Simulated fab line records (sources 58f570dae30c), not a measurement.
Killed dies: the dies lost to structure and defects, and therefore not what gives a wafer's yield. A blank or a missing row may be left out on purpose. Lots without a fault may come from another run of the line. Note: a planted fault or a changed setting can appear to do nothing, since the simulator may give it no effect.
The tool behind it: which one?    flow berkeley_cmos170    39 wafers from 13 lots sampled at 4 of the route's 331 steps

WHAT THE GAUGES READ, wafer by wafer
UCB170_M3_CD_MEAS_15: target cd 700 nm.
lot   measured      on         cd_nm (nm)
L272  day 8 13:59   cd_sem-01  701.6 701.2 701.5
L275  day 9 01:26   cd_sem-02  698.6 699.5 700.4
L273  day 9 04:53   cd_sem-02  700.8 699.7 700.4
L274  day 9 05:07   cd_sem-02  698.5 697.9 698.2
L276  day 9 13:50   cd_sem-02  700.1 699.7 700.1
L277  day 9 15:24   cd_sem-02  701.1 701.0 699.1
L278  day 10 05:16  cd_sem-01  700.3 700.0 700.1
L279  day 10 05:35  cd_sem-01  699.7 699.2 698.1
L283  day 10 16:43  cd_sem-01  699.5 700.5 700.2
L280  day 10 21:37  cd_sem-01  698.8 699.9 698.2
L281  day 10 21:55  cd_sem-01  700.2 700.6 701.3
L289  day 12 18:35  cd_sem-01  701.6 700.1 699.9
L292  day 13 13:00  cd_sem-02  697.8 698.0 698.3

UCB170_M3_BOW_MEAS_20.
lot   measured      on             M3_BOW (um)
L272  day 8 14:35   film_metro-02  36 43 36
L275  day 9 02:02   film_metro-01  46 27 26
L273  day 9 05:30   film_metro-01  27 29 33
L274  day 9 05:43   film_metro-02  28 29 35
L276  day 9 14:26   film_metro-01  36 28 31
L277  day 9 16:11   film_metro-01  35 31 32
L278  day 10 05:52  film_metro-02  45 31 48
L279  day 10 06:11  film_metro-02  37 36 33
L283  day 10 17:20  film_metro-03  41 38 43
L280  day 10 22:13  film_metro-02  33 38 41
L281  day 10 22:32  film_metro-03  45 40 46
L289  day 12 19:34  film_metro-03  47 48 47
L292  day 13 14:10  film_metro-03  43 41 41

WHAT TOOL EACH LOT RAN ON (gives the tool, then ch and the chambers of the sampled wafers, and finally the start)
lot   UCB170_SILICIDE_WET_ETCH_05      UCB170_M3_ETCH_17
L272  wet_bench-04 ch 0, day 7 16:23   rie_diel-04 ch 0,1,3, day 8 14:08
L275  wet_bench-04 ch 3, day 8 06:44   rie_diel-01 ch 0,2,3, day 9 01:35
L273  wet_bench-04 ch 3, day 8 07:18   rie_diel-02 ch 0,2,3, day 9 05:03
L274  wet_bench-04 ch 2, day 8 07:30   rie_diel-04 ch 0,3, day 9 05:12
L276  wet_bench-04 ch 2, day 8 20:44   rie_diel-01 ch 0,2, day 9 13:59
L277  wet_bench-04 ch 3, day 8 21:07   rie_diel-04 ch 0,1, day 9 15:32
L278  wet_bench-01 ch 0, day 9 08:20   rie_diel-01 ch 0,1, day 10 05:23
L279  wet_bench-01 ch 1, day 9 08:36   rie_diel-02 ch 0,1,3, day 10 05:41
L283  wet_bench-02 ch 0, day 9 22:25   rie_diel-01 ch 0,1,3, day 10 16:52
L280  wet_bench-04 ch 1, day 9 22:57   rie_diel-04 ch 1,2, day 10 21:44
L281  wet_bench-04 ch 2, day 9 23:17   rie_diel-02 ch 1,2, day 10 22:02
L289  wet_bench-01 ch 1, day 11 20:32  rie_diel-01 ch 1,2,3, day 12 18:44
L292  wet_bench-04 ch 1, day 12 16:43  rie_diel-04 ch 0,1,2, day 13 13:10
- UCB170_SILICIDE_WET_ETCH_05: etches Ti in SPM, time 45 s.
- UCB170_M3_ETCH_17: etches BARC in N2/H2.

WHAT THE TOOLS THEMSELVES READ (means of the sampled wafers that have a number; where no wafer has one, the mark that the record gives instead)
UCB170_SILICIDE_WET_ETCH_05.
lot   tool          bath_guard_temp_C (C)  temp_c (C)
L272  wet_bench-04  121.1                  119.99
L275  wet_bench-04  119.6                  120.12
L273  wet_bench-04  119.7                  120.18
L274  wet_bench-04  120.1                  119.94
L276  wet_bench-04  120.3                  120.07
L277  wet_bench-04  119.5                  119.92
L278  wet_bench-01  120.1                  120.05
L279  wet_bench-01  119.6                  119.85
L283  wet_bench-02  120.2                  119.86
L280  wet_bench-04  119.5                  120.04
L281  wet_bench-04  120.1                  119.96
L289  wet_bench-01  119.8                  119.90
L292  wet_bench-04  119.7                  119.95

UCB170_M3_ETCH_17.
lot   tool         drypump_motor_current_A (A)  oes_product_au (a.u.)  rf_fwd_power_W (W)  throttle_valve_pct (%)
L272  rie_diel-04  5.6                          0.980                  494.2               13.08
L275  rie_diel-01  5.9                          1.005                  495.0               13.21
L273  rie_diel-02  5.6                          1.009                  496.1               13.44
L274  rie_diel-04  6.1                          0.976                  495.7               13.17
L276  rie_diel-01  5.9                          1.006                  496.6               13.10
L277  rie_diel-04  5.5                          0.986                  497.1               13.05
L278  rie_diel-01  6.0                          1.013                  495.7               13.26
L279  rie_diel-02  5.6                          1.004                  495.0               13.33
L283  rie_diel-01  6.1                          1.005                  493.9               13.23
L280  rie_diel-04  5.6                          1.023                  495.6               12.97
L281  rie_diel-02  5.0                          0.972                  494.0               13.24
L289  rie_diel-01  5.9                          0.993                  495.1               13.37
L292  rie_diel-04  5.5                          1.000                  495.5               13.01

THE ANSWER, worked out from the rows above alone
Rule: the lots themselves supply what counts as usual. Put in order of their means at a reading, lots are off if they are a third of the lots or fewer, leave a main group of 4 or more, and stand apart from it by a gap of 3 or more times the standard deviation of the main group's means; of several such gaps the widest counts. Not used: any main group whose means are identical at the precision the tables above print for the reading. A lot without any number at a reading at which 4 lots or more have one is off too. All remaining lots with rows at the step are treated as sound. Order of review: gauges by route order, followed by the tools' own readings, for which a lot's mean as printed above is used. The first step at which some lot is off is used, and at that step the reading that is off furthest; a lot without a number counts as furthest.
No lot is off on any of the readings shown, so nothing can be concluded from this.

WHAT WAS PUT IN BY THE SIMULATOR
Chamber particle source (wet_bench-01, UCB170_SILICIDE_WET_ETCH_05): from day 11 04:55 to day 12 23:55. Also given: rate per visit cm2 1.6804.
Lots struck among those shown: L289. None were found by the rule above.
